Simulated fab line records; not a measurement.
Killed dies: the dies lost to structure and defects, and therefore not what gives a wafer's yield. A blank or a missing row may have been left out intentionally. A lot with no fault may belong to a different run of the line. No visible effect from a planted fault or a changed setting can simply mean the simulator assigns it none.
fab line records | flow rit_cmos | part 2 of 2: steps 26 to 26 of 26
record: lots: 5 | wafers: 23
route steps=202 shown GATE@89 REOX@98 NLDD@111 SPACER@128 PSD@150 SDANNEAL@153 SILICIDE@162 M1@202
start_h: hours from the record's first day to the start of the lot's first wafer shown | wait_h: time in hours since the lot's previous step | " the same as in the row above | L1.1+2: several wafers, shown together as one row | - value missing, or start not given | * or withheld: withheld | < > ~ a bound
route shown NAME@n: a module of which the file shows steps, and the number in the route of the first | usual: mean/standard deviation taken from wafers without a fault | same: alike in all rows | chamber/n: place in a boat | sites: the reading at each site | _std_site: their standard deviation | _edge_site: mean of outer sites minus mean of inner sites | radius_mm: how far each site lies from the wafer's centre | mask NAME#n: copy n | behind: the most recent tool/chamber to have shaped the wafer | hold: what put the lot on hold/how long, in hours/how the hold closed | device: whichever transistor did not switch (one of n, p or np) | end of line: the route-end tests of the same wafers | where a step has no rows: the recipe by itself | killed: at the first sort, the dies lost to defects and structure; wafer yield is something else | map: per-die view of a wafer (x killed, . not killed, _ where there is no die)
set.NAME: the run value of the setting; set.NAME@STEP: its run value at that earlier step | model.NAME: the simulator's own value behind a step, which no gauge read
lots with deliberately changed settings; one table per step, one row per wafer
== steps ==
step: RIT_M1_PROBE_99
usual: killed_at_contacts: 0.1/0.23 | killed_at_front_end: 7.2/2.8 | killed_dies: 7.3/2.8 | killed_open: 3.8/1.8 | killed_short: 3.4/2
same: gross_dies: 264 | killed_at_M0_to_M3: 0 | killed_at_M4_up: 0 | killed_at_back_side: 0 | killed_at_other: 0
lot.wafer | tool      | chamber | start_h | wait_h | set.dose_mj@GATE_EXPOSE_13 | killed_at_contacts | killed_at_front_end | killed_dies | killed_open | killed_short | model.etest.nmos_0p15.drive_ua_um | model.etest.nmos_0p15.r_on_ohm_um | model.etest.pmos_0p15.drive_ua_um | model.etest.pmos_0p15.r_on_ohm_um | model.etest.pmos_0p3.r_on_ohm_um | model.etest.pmos_turned.r_on_ohm_um
L075.1    | prober-02 | -       | 66.87   | 0.1    | 380                        | 0                  | 5                   | 5           | 4           | 1            | 464.8                             | 1136                              | 268.7                             | 2658                              | 6138                             | 3294
L075.2    | prober-02 | -       | 66.92   | 0.1    | 392.4                      | 0                  | 10                  | 10          | 5           | 1            | 553.5                             | 989.5                             | 319.4                             | 2262                              | 5917                             | 2966
L075.3    | prober-02 | -       | 66.97   | 0.2    | 380                        | 1                  | 4                   | 5           | 1           | 4            | 474.2                             | 1111                              | 259                               | 2726                              | 6155                             | 3412
L075.4    | prober-02 | -       | 67.02   | 0.2    | 380                        | 0                  | 9                   | 9           | 2           | 7            | 470.1                             | 1094                              | 271.3                             | 2606                              | 6151                             | 3274
L075.6    | prober-02 | -       | 67.12   | 0.2    | 392.4                      | 0                  | 9                   | 9           | 6           | 0            | 541.9                             | 1009                              | 304.6                             | 2387                              | 6034                             | 3060
L076.1    | prober-01 | -       | 72.85   | 0.1    | 363.4                      | 0                  | 76                  | 76          | 2           | 4            | -                                 | -                                 | -                                 | -                                 | -                                | -
L076.2    | prober-01 | -       | 72.90   | 0.1    | 363.4                      | 0                  | 74                  | 74          | 3           | 2            | -                                 | -                                 | -                                 | -                                 | -                                | -
L076.4    | prober-01 | -       | 73.00   | 0.2    | 380                        | 1                  | 9                   | 10          | 5           | 5            | 455.4                             | 1081                              | 244.9                             | 2869                              | 6381                             | 3592
L076.5    | prober-01 | -       | 73.05   | 0.2    | 380                        | 0                  | 6                   | 6           | 5           | 1            | 445.4                             | 1137                              | 244.1                             | 2875                              | 6275                             | 3595
L076.6    | prober-01 | -       | 73.10   | 0.2    | 380                        | 0                  | 5                   | 5           | 3           | 2            | 454.2                             | 1095                              | 247.2                             | 2809                              | 6315                             | 3533
L081.1    | prober-02 | -       | 96.08   | 0.1    | 403.7                      | 0                  | 227                 | 227         | 3           | 2            | 620.7                             | 912.8                             | 374.5                             | 1991                              | 5902                             | 2866
L081.2    | prober-02 | -       | 96.13   | 0.1    | 380                        | 0                  | 6                   | 6           | 2           | 4            | 434.9                             | 1170                              | 257.4                             | 2725                              | 6351                             | 3612
L081.3    | prober-02 | -       | 96.18   | 0.2    | 403.7                      | 0                  | 219                 | 219         | 2           | 2            | 636.3                             | 895.4                             | 394.3                             | 1908                              | 5883                             | 2750
L081.4    | prober-02 | -       | 96.23   | 0.2    | 403.7                      | 0                  | 211                 | 211         | 4           | 4            | 619.6                             | 882.1                             | 368.5                             | 2004                              | 5996                             | 2841
L081.6    | prober-02 | -       | 96.33   | 0.2    | 380                        | 1                  | 6                   | 7           | 3           | 4            | 455.6                             | 1144                              | 270.2                             | 2633                              | 6252                             | 3529
L083.1    | prober-01 | -       | 108.54  | 0.1    | 380                        | 0                  | 8                   | 8           | 3           | 5            | 440                               | 1219                              | 242.4                             | 2935                              | 6373                             | 3495
L083.3    | prober-01 | -       | 108.64  | 0.2    | 380                        | 0                  | 4                   | 4           | 4           | 0            | 446.7                             | 1295                              | 247.7                             | 2968                              | 6346                             | 3515
L083.4    | prober-01 | -       | 108.69  | 0.2    | 380                        | 0                  | 4                   | 4           | 3           | 1            | 459.6                             | 1239                              | 253.4                             | 2898                              | 6215                             | 3420
L083.5    | prober-01 | -       | 108.74  | 0.2    | 380                        | 0                  | 8                   | 8           | 6           | 2            | 447.4                             | 1267                              | 252.6                             | 2892                              | 6251                             | 3443
L083.6    | prober-01 | -       | 108.79  | 0.2    | 380                        | 0                  | 10                  | 10          | 5           | 5            | 447.1                             | 1270                              | 251.4                             | 2891                              | 6258                             | 3405
L085.1    | prober-01 | -       | 118.28  | 0.1    | 380                        | 0                  | 5                   | 5           | 4           | 1            | 470.5                             | 1092                              | 275.3                             | 2563                              | 5998                             | 3159
L085.2    | prober-01 | -       | 118.33  | 0.1    | 380                        | 0                  | 10                  | 10          | 4           | 6            | 465.8                             | 1122                              | 271                               | 2629                              | 6082                             | 3235
L085.5    | prober-01 | -       | 118.48  | 0.2    | 380                        | 0                  | 3                   | 3           | 2           | 1            | 454.8                             | 1130                              | 262                               | 2688                              | 6035                             | 3293
killed by level:class
L075.1 FOX1:geometric_particle:open=2 GATE:geometric_particle:open=2 SILICIDE:geometric_particle:short=1
L075.2 GATE:area_expose=4 FOX2:geometric_particle:open=2 GATE:geometric_particle:open=1 GATE:geometric_particle:short=1 REOX:geometric_particle:open=1 SPACER:geometric_particle:open=1
L075.3 GATE:geometric_particle:short=1 GATE:geometric_particle:open=1 SPACER:geometric_particle:short=1 SILICIDE:geometric_particle:short=1 CONTACT:geometric_particle:short=1
L075.4 GATE:geometric_particle:short=4 FOX1:geometric_particle:short=1 FOX2:geometric_particle:short=1 SPACER:geometric_particle:open=1 SILICIDE:geometric_particle:short=1 SILICIDE:geometric_particle:open=1
L075.6 GATE:geometric_particle:open=4 GATE:area_expose=3 FOX1:geometric_particle:open=1 REOX:geometric_particle:open=1
L076.1 GATE:area_expose=70 GATE:geometric_particle:open=2 FOX1:geometric_particle:short=1 FOX2:geometric_particle:short=1 REOX:geometric_particle:short=1 SPACER:geometric_particle:short=1
L076.2 GATE:area_expose=68 FOX1:geometric_particle:open=1 FOX2:geometric_particle:short=1 GATE:geometric_particle:short=1 GATE:geometric_particle:open=1 REOX:geometric_particle:open=1 SPACER:area_etchback=1
L076.4 FOX1:geometric_particle:open=1 FOX1:geometric_particle:short=1 FOX2:geometric_particle:short=1 FOX2:geometric_particle:open=1 GATE:geometric_particle:open=1 GATE:geometric_particle:short=1 REOX:geometric_particle:open=1 SILICIDE:geometric_particle:short=1
L076.5 GATE:geometric_particle:open=2 FOX1:geometric_particle:open=1 FOX2:geometric_particle:open=1 GATE:geometric_particle:short=1 SPACER:geometric_particle:open=1
L076.6 FOX1:geometric_particle:short=2 GATE:geometric_particle:open=2 SPACER:geometric_particle:open=1
L081.1 GATE:area_expose=222 GATE:geometric_particle:open=3 GATE:geometric_particle:short=1 SILICIDE:geometric_particle:short=1
L081.2 REOX:geometric_particle:short=3 GATE:geometric_particle:open=2 GATE:geometric_particle:short=1
L081.3 GATE:area_expose=215 REOX:geometric_particle:short=2 REOX:geometric_particle:open=1 SILICIDE:geometric_particle:open=1
L081.4 GATE:area_expose=203 GATE:geometric_particle:short=2 GATE:geometric_particle:open=2 SPACER:geometric_particle:short=2 SPACER:geometric_particle:open=2
L081.6 GATE:geometric_particle:open=2 FOX1:geometric_particle:short=1 REOX:geometric_particle:short=1 GATE:geometric_particle:short=1 SPACER:geometric_particle:short=1 CONTACT:geometric_particle:open=1
L083.1 FOX1:geometric_particle:short=2 GATE:geometric_particle:short=2 GATE:geometric_particle:open=2 SPACER:geometric_particle:short=1 SILICIDE:geometric_particle:open=1
L083.3 GATE:geometric_particle:open=2 FOX1:geometric_particle:open=1 REOX:geometric_particle:open=1
L083.4 FOX1:geometric_particle:open=2 FOX2:geometric_particle:open=1 GATE:geometric_particle:short=1
L083.5 FOX1:geometric_particle:open=5 GATE:geometric_particle:short=1 SILICIDE:geometric_particle:open=1 SILICIDE:geometric_particle:short=1
L083.6 FOX1:geometric_particle:short=4 GATE:geometric_particle:open=2 FOX1:geometric_particle:open=1 FOX2:geometric_particle:open=1 GATE:geometric_particle:short=1 SILICIDE:geometric_particle:open=1
L085.1 FOX1:geometric_particle:open=1 GATE:geometric_particle:short=1 GATE:geometric_particle:open=1 REOX:geometric_particle:open=1 SPACER:geometric_particle:open=1
L085.2 FOX1:geometric_particle:short=2 FOX2:geometric_particle:short=2 GATE:geometric_particle:open=2 GATE:geometric_particle:short=2 SPACER:geometric_particle:open=2
L085.5 FOX1:geometric_particle:open=1 SPACER:geometric_particle:short=1 SPACER:geometric_particle:open=1
== key ==
split: step: RIT_GATE_EXPOSE_13 | setting: dose_mj | stated: 380 | by: wafer
response: step: RIT_GATE_CD_MEAS_16 | reading: cd_nm | change: -4.8 | per: 1% | r: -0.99
response: step: RIT_GATE_ETCH_19 | reading: model.GATE.cd_nm | change: -4.85 | per: 1% | r: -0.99
response: step: RIT_GATE_CD_MEAS_90 | reading: cd_nm | change: -4.82 | per: 1% | r: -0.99
response: step: RIT_M1_PROBE_99 | reading: model.etest.pmos_0p15.r_on_ohm_um | change: -112 | per: 1% | r: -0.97
response: step: RIT_M1_PROBE_99 | reading: model.etest.pmos_turned.r_on_ohm_um | change: -115 | per: 1% | r: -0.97
response: step: RIT_M1_PROBE_99 | reading: model.etest.pmos_0p3.r_on_ohm_um | change: -58.5 | per: 1% | r: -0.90
response: step: RIT_M1_PROBE_99 | reading: model.etest.nmos_0p15.r_on_ohm_um | change: -40.3 | per: 1% | r: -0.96
response: step: RIT_M1_PROBE_99 | reading: model.etest.nmos_0p15.drive_ua_um | change: +27.8 | per: 1% | r: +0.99
split: step: RIT_NLDD_IMPLANT_08 | setting: dose_cm2 | stated: 5e+14 | by: wafer
response: step: RIT_NLDD_TW_MEAS_10 | reading: NLDD_TW | change: +5.4 | per: 1% | r: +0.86
response: step: RIT_SDANNEAL_RS_MEAS_07 | reading: NLDD_RS | change: -1.26 | per: 1% | r: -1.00
split: step: RIT_SPACER_CVD_03 | setting: time_s | stated: 3300 | by: lot
response: step: RIT_SPACER_CVD_03 | reading: model.Si3N4_of_SPACER_CVD_03.thk_nm | change: +2.57 | per: 1% | r: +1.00
response: step: RIT_SPACER_THK_MEAS_04 | reading: SPACER_NITRIDE_THK | change: +2.57 | per: 1% | r: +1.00
response: step: RIT_SPACER_ETCHBACK_05 | reading: oes_product_au | change: +0.00663 | per: 1% | r: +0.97
response: step: RIT_SPACER_ETCHBACK_05 | reading: model.etch.depth_nm | change: +2.57 | per: 1% | r: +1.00
response: step: RIT_SPACER_ETCHBACK_05 | reading: model.Si3N4_of_SPACER_CVD_03.thk_nm | change: +2.04 | per: 1% | r: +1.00
split: step: RIT_PSD_IMPLANT_08 | setting: energy_kev | stated: 27 | by: wafer
response: step: RIT_PSD_IMPLANT_08 | reading: model.implant.rp_nm | change: +0.173 | per: 1% | r: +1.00
response: step: RIT_PSD_IMPLANT_08 | reading: model.implant.drp_nm | change: +0.0851 | per: 1% | r: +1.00
response: step: RIT_SDANNEAL_RS_MEAS_04 | reading: PSD_RS | change: -0.603 | per: 1% | r: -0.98
split: step: RIT_SDANNEAL_CLEAN_00 | setting: time_s | stated: 600 | by: lot
response: step: RIT_SDANNEAL_CLEAN_00 | reading: model.poly-Si_of_GATE_CVD_08.thk_nm | change: +2.24 | per: 1% | r: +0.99
split: step: RIT_SILICIDE_SPUTTER_01 | setting: time_s | stated: 240 | by: wafer
response: step: RIT_SILICIDE_SPUTTER_01 | reading: model.Ti_of_SILICIDE_SPUTTER_01.thk_nm | change: +0.284 | per: 1% | r: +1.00
response: step: RIT_SILICIDE_RS_MEAS_02 | reading: SILICIDE_TI_RS | change: -0.59 | per: 1% | r: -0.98
response: step: RIT_SILICIDE_THK_MEAS_03 | reading: SILICIDE_TI_THK | change: +0.281 | per: 1% | r: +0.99
split outside_this_file step=RIT_GATE_CVD_08 setting=time_s
split outside_this_file: this setting was split too, and the file shows its column; the key of that split is in another file
